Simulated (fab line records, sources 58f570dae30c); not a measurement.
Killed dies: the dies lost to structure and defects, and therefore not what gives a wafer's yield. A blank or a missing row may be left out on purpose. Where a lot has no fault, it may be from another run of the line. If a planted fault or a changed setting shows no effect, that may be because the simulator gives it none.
Which of the tools did it? -- flow berkeley_cmos170 -- 7 lots with 21 wafers sampled at 2 steps, on a route of 331 steps

WHAT THE GAUGES SHOWED, per wafer
UCB170_GATE_CD_MEAS_12 targets a cd of 350 nm.
lot,measured,on,cd_nm (nm)
L595,day 8 03:51,cd_sem-01,351.1 351.2 350.8
L597,day 8 04:34,cd_sem-02,349.8 349.5 349.5
L599,day 8 17:25,cd_sem-02,349.5 350.3 349.5
L603,day 10 00:10,cd_sem-01,349.8 348.8 350.0
L605,day 10 05:13,cd_sem-01,349.2 349.0 350.5
L612,day 11 13:32,cd_sem-01,299.3 300.1 300.4
L615,day 11 22:19,cd_sem-02,350.3 348.4 349.7

TOOL THAT RAN EACH LOT (tool first, then ch and the chambers of the sampled wafers, then the start)
lot,UCB170_GATE_COAT_07
L595,"litho_track-04 ch 0, day 8 03:00"
L597,"litho_track-02 ch 0, day 8 03:00"
L599,"litho_track-04 ch 0, day 8 16:00"
L603,"litho_track-04 ch 0, day 9 23:00"
L605,"litho_track-03 ch 0, day 10 04:00"
L612,"litho_track-04 ch 0, day 11 12:00"
L615,"litho_track-02 ch 0, day 11 21:00"
- UCB170_GATE_COAT_07: resist thk 900 nm.

THE ANSWER, worked out from the rows above alone
Rule: the usual values come from the lots themselves. Put in order of their means at a reading, lots are off if they are a third of the lots or fewer, leave a main group of 4 or more, and stand apart from it by a gap of 3 or more times the standard deviation of the main group's means; of several such gaps the widest counts. The tables above print the reading to a certain number of digits; a main group whose means all agree to those digits is not used. Also off: a lot with no number at a reading for which 4 or more lots have one. Any other lot the step has rows for is counted as sound.
Off, at UCB170_GATE_CD_MEAS_12 on cd_nm: L612. Mean 349.8 nm and standard deviation 0.55 in the main group.
A tool fits if, at a process step before that reading, it ran every lot that is off, and no sound lot after the first of them. The gauges at UCB170_GATE_CD_MEAS_12 are tried like those tools. This does not decide it: 2 tools fit, namely litho_track-04 at UCB170_GATE_COAT_07 and cd_sem-01 at UCB170_GATE_CD_MEAS_12.

WHAT THE SIMULATOR HAD INSERTED
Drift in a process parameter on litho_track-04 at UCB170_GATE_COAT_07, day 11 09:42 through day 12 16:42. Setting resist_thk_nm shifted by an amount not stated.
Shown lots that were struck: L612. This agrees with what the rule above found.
